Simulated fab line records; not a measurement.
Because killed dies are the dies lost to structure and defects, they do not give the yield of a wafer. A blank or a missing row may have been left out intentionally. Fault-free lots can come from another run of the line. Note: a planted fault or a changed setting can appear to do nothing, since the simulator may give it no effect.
The tool behind it: which one? -- flow berkeley cmos170 -- 6 lots with 18 wafers sampled at 4 steps, on a route of 331 steps

== WHAT THE GAUGES READ, wafer by wafer ==
UCB170_V2_THK_MEAS_04.
lot,measured,on,V2_POLISHED_THK (nm)
L817,day 7 18:43,film metro-01,1000.1 1001.4 1004.3
L819,day 8 04:41,film metro-02,1001.0 1001.4 1001.7
L824,day 8 22:59,film metro-04,1002.6 1001.0 998.9
L831,day 10 08:11,film metro-04,999.6 998.6 997.6
L832,day 11 06:25,film metro-01,1000.3 998.5 999.7
L835,day 11 07:37,film metro-01,1000.8 999.5 1000.8

== TOOL THAT RAN EACH LOT (tool first, then ch and the chambers of the sampled wafers, then the start) ==
lot,UCB170_V1_ETCH_14,UCB170_V1_STRIP_15,UCB170_V2_CMP_02
L817,"rie diel-04 ch 0,2,3, day 7 14:35","plasma asher-04 ch 0,1, day 7 14:46","cmp-01 ch 0,1,2, day 7 18:17"
L819,"rie diel-04 ch 0,1, day 8 00:55","plasma asher-04 ch 0,1, day 8 01:07","cmp-01 ch 2,3, day 8 04:15"
L824,"rie diel-02 ch 0,3, day 8 19:12","plasma asher-01 ch 0,1, day 8 19:23","cmp-01 ch 0,1,2, day 8 22:34"
L831,"rie diel-03 ch 0,1,3, day 10 04:01","plasma asher-01 ch 0,1, day 10 04:13","cmp-02 ch 0,2,3, day 10 07:51"
L832,"rie diel-02 ch 0,1,2, day 11 00:49","plasma asher-01 ch 0,1, day 11 01:01","cmp-02 ch 1,2, day 11 05:58"
L835,"rie diel-02 ch 0,2,3, day 11 02:58","plasma asher-01 ch 0,1, day 11 03:09","cmp-02 ch 1,2, day 11 07:14"
- UCB170_V1_ETCH_14: etches SiO2 in CHF3/CF4/Ar, stops on Al, target depth 1250 nm, time 291 s.
- UCB170_V1_STRIP_15: strips in O2.
- UCB170_V2_CMP_02: polishes SiO2.

== THE ANSWER, worked out from the rows above alone ==
Rule: the lots themselves supply what counts as usual. The widest of any qualifying gaps counts: lots, ordered by their means at a reading, are off when they make up no more than a third of the lots, leave a main group of 4 or more, and stand apart from it by 3 or more times the standard deviation of that group's means. Not used: any main group whose means are identical at the precision the tables above print for the reading. Also off: a lot with no number at a reading for which 4 or more lots have one. All remaining lots with rows at the step are treated as sound.
No lot is off on any of the readings shown, so nothing can be concluded from this.

== WHAT THE SIMULATOR PUT IN ==
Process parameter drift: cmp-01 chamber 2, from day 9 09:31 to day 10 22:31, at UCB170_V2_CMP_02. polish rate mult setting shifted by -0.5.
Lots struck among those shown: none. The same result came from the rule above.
